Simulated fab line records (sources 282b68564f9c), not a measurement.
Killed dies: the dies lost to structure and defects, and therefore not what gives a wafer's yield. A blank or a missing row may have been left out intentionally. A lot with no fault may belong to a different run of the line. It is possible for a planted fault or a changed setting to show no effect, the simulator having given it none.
One fault seen from 2 desks ; flow rit cmos ; what lay behind the numbers comes last; until then each desk has only its own

## METROLOGY DESK
Lot by lot, what the gauges showed, no matter which tool ran the lot: averages of those sampled wafers that carry a number. Marked OUT: a lot whose mean sits more than 4 standard deviations from the usual mean, which makes it out of limits; the brackets give that distance.
Columns: A = cd nm at RIT_ACTIVE_CD_MEAS_90, usual 1399.7 nm; B = NWELL_OVL at RIT_NWELL_OVL_MEAS_06, usual -0.4 nm
lot;first seen here;A;B
L648;day 1 16:28;1401.9;-1.1
L649;day 1 20:13;1401.1;-0.8
L650;day 2 01:03;1396.9;-0.5
L652;day 2 11:11;1399.4;-0.2
L653;day 2 16:08;1396.1;-0.5
L654;day 2 21:08;1395.6;3.5
L655;day 3 02:43;1401.6;-0.9
L656;day 3 07:01;1402.9;-1.5
L657;day 3 12:20;1400.1;-1.7
L658;day 3 17:13;1399.8;-0.2
L665;day 5 04:04;1402.2;1.7
L667;day 5 14:08;1400.7;-1.1
L669;day 6 00:08;1400.4;0.5
L671;day 6 10:10;1398.6;-0.8
Finding of this desk: none of the 14 lots has anything out of limits.

## AT THE TOOL OWNER'S DESK: implanter-02
The tool's own readings at RIT_PRETRO_IMPLANT_08: means of the sampled wafers that have a number, for each lot that ran on this tool. Marked OUT: a lot whose mean sits more than 4 standard deviations from the usual mean, which makes it out of limits; the brackets give that distance.
Columns: A = dose ions cm2 at RIT_PRETRO_IMPLANT_08, usual 1.2003e+13
lot;first seen here;A
L648;day 2 11:05;1.2001e+13
L653;day 3 11:24;1.1999e+13
L654;day 3 14:13;1.2004e+13
L655;day 3 18:42;1.1982e+13
L656;day 4 00:09;1.2016e+13
L658;day 4 09:10;1.1999e+13
L665;day 5 19:40;1.1726e+13 (-20) OUT
L667;day 6 06:26;1.1721e+13 (-20) OUT
Finding of this desk: L665, L667 out of limits; the first was L665 at day 5 19:40, on dose ions cm2 at RIT_PRETRO_IMPLANT_08. L648, L653, L654, L655, L656, L658 stayed within limits.

## TAKEN TOGETHER
An alarm could have come from the tool owner's desk at day 5 19:40, on L665, L667.
Nothing out of limits was seen by the metrology desk.
The metrology desk holds a record of L665, L667, inside its limits.
Every lot named ran RIT_PRETRO_IMPLANT_08 on implanter-02.

## WHAT HAD BEEN PUT IN BY THE SIMULATOR
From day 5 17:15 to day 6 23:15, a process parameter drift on implanter-02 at RIT_PRETRO_IMPLANT_08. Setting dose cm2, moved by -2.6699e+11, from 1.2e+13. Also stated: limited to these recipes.
Lots struck among those shown: L665, L667.
Delay in hours, fault start to first out-of-limits reading, by desk: the tool owner's desk at 2.
